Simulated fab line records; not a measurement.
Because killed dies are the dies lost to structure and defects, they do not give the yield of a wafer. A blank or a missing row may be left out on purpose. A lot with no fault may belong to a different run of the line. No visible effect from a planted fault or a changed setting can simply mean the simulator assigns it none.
Split-lot trial :: flow ritCmos :: on a route of 202 steps: 5 lots, 23 wafers read

THE SPLIT ITSELF
At RIT_ACTIVE_OXIDATION_01 (target thk 46.8 nm, ox time 3360 s), the setting oxTimeS was moved away from the recipe's 3360 s on 10 of the 23 wafers read, by -5.3% to +7.9%. This setting was run at the recipe's value on the other wafers.

The reading comes from the split's own step.

THE READING
SiO2_of_ACTIVE_OXIDATION_01.thkNm (the simulator's own value, which no gauge read), in nm, at RIT_ACTIVE_OXIDATION_01 (target thk 46.8 nm, ox time 3360 s). The file gives no usual value for it. The 13 wafers here that ran the recipe average 47.01 nm, standard deviation 0.49 nm.

wafer: L074.1
tool, chamber at the split: -, -
oxTimeS as run, s: 3360
against the recipe: recipe
SiO2_of_ACTIVE_OXIDATION_01.thkNm, nm: 47.02
against lot-mates on the recipe: -

wafer: L074.2
tool, chamber at the split: -, -
oxTimeS as run, s: 3360
against the recipe: recipe
SiO2_of_ACTIVE_OXIDATION_01.thkNm, nm: 47.8
against lot-mates on the recipe: -

wafer: L074.4
tool, chamber at the split: -, -
oxTimeS as run, s: 3360
against the recipe: recipe
SiO2_of_ACTIVE_OXIDATION_01.thkNm, nm: 47.76
against lot-mates on the recipe: -

wafer: L074.5
tool, chamber at the split: -, -
oxTimeS as run, s: 3360
against the recipe: recipe
SiO2_of_ACTIVE_OXIDATION_01.thkNm, nm: 47.4
against lot-mates on the recipe: -

wafer: L074.6
tool, chamber at the split: -, -
oxTimeS as run, s: 3360
against the recipe: recipe
SiO2_of_ACTIVE_OXIDATION_01.thkNm, nm: 47.48
against lot-mates on the recipe: -

wafer: L076.1
tool, chamber at the split: -, -
oxTimeS as run, s: 3360
against the recipe: recipe
SiO2_of_ACTIVE_OXIDATION_01.thkNm, nm: 46.67
against lot-mates on the recipe: -

wafer: L076.2
tool, chamber at the split: -, -
oxTimeS as run, s: 3360
against the recipe: recipe
SiO2_of_ACTIVE_OXIDATION_01.thkNm, nm: 46.71
against lot-mates on the recipe: -

wafer: L076.3
tool, chamber at the split: -, -
oxTimeS as run, s: 3360
against the recipe: recipe
SiO2_of_ACTIVE_OXIDATION_01.thkNm, nm: 46.71
against lot-mates on the recipe: -

wafer: L076.4
tool, chamber at the split: -, -
oxTimeS as run, s: 3360
against the recipe: recipe
SiO2_of_ACTIVE_OXIDATION_01.thkNm, nm: 46.94
against lot-mates on the recipe: -

wafer: L076.6
tool, chamber at the split: -, -
oxTimeS as run, s: 3360
against the recipe: recipe
SiO2_of_ACTIVE_OXIDATION_01.thkNm, nm: 47.15
against lot-mates on the recipe: -

wafer: L079.1
tool, chamber at the split: furnace-01, 0
oxTimeS as run, s: 3360
against the recipe: recipe
SiO2_of_ACTIVE_OXIDATION_01.thkNm, nm: 46.98
against lot-mates on the recipe: -

wafer: L079.2
tool, chamber at the split: furnace-01, 0
oxTimeS as run, s: 3360
against the recipe: recipe
SiO2_of_ACTIVE_OXIDATION_01.thkNm, nm: 46.34
against lot-mates on the recipe: -

wafer: L079.3
tool, chamber at the split: furnace-01, 0
oxTimeS as run, s: 3360
against the recipe: recipe
SiO2_of_ACTIVE_OXIDATION_01.thkNm, nm: 46.15
against lot-mates on the recipe: -

wafer: L084.1
tool, chamber at the split: -, -
oxTimeS as run, s: 3183
against the recipe: -5.3%
SiO2_of_ACTIVE_OXIDATION_01.thkNm, nm: 44.6
against lot-mates on the recipe: no lot-mate on the recipe

wafer: L084.2
tool, chamber at the split: -, -
oxTimeS as run, s: 3183
against the recipe: -5.3%
SiO2_of_ACTIVE_OXIDATION_01.thkNm, nm: 44.25
against lot-mates on the recipe: no lot-mate on the recipe

wafer: L084.3
tool, chamber at the split: -, -
oxTimeS as run, s: 3183
against the recipe: -5.3%
SiO2_of_ACTIVE_OXIDATION_01.thkNm, nm: 45.13
against lot-mates on the recipe: no lot-mate on the recipe

wafer: L084.4
tool, chamber at the split: -, -
oxTimeS as run, s: 3183
against the recipe: -5.3%
SiO2_of_ACTIVE_OXIDATION_01.thkNm, nm: 44.74
against lot-mates on the recipe: no lot-mate on the recipe

wafer: L084.6
tool, chamber at the split: -, -
oxTimeS as run, s: 3183
against the recipe: -5.3%
SiO2_of_ACTIVE_OXIDATION_01.thkNm, nm: 45.36
against lot-mates on the recipe: no lot-mate on the recipe

wafer: L085.2
tool, chamber at the split: -, -
oxTimeS as run, s: 3624
against the recipe: +7.9%
SiO2_of_ACTIVE_OXIDATION_01.thkNm, nm: 49.16
against lot-mates on the recipe: no lot-mate on the recipe

wafer: L085.3
tool, chamber at the split: -, -
oxTimeS as run, s: 3624
against the recipe: +7.9%
SiO2_of_ACTIVE_OXIDATION_01.thkNm, nm: 48.58
against lot-mates on the recipe: no lot-mate on the recipe

wafer: L085.4
tool, chamber at the split: -, -
oxTimeS as run, s: 3624
against the recipe: +7.9%
SiO2_of_ACTIVE_OXIDATION_01.thkNm, nm: 49.15
against lot-mates on the recipe: no lot-mate on the recipe

wafer: L085.5
tool, chamber at the split: -, -
oxTimeS as run, s: 3624
against the recipe: +7.9%
SiO2_of_ACTIVE_OXIDATION_01.thkNm, nm: 48.42
against lot-mates on the recipe: no lot-mate on the recipe

wafer: L085.6
tool, chamber at the split: -, -
oxTimeS as run, s: 3624
against the recipe: +7.9%
SiO2_of_ACTIVE_OXIDATION_01.thkNm, nm: 49.68
against lot-mates on the recipe: no lot-mate on the recipe

THE FIT
A straight line over all 23 wafers: SiO2_of_ACTIVE_OXIDATION_01.thkNm changes by +0.31 nm for each +1% of oxTimeS; r = +0.93; the points scatter about the line by 0.55 nm.
Too few moved wafers have a lot-mate on the recipe to fit a line with each lot's own level taken away.

THE FILE'S OWN FIT
SiO2_of_ACTIVE_OXIDATION_01.thkNm changes by +0.31 nm for each +1% of oxTimeS, r = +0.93.
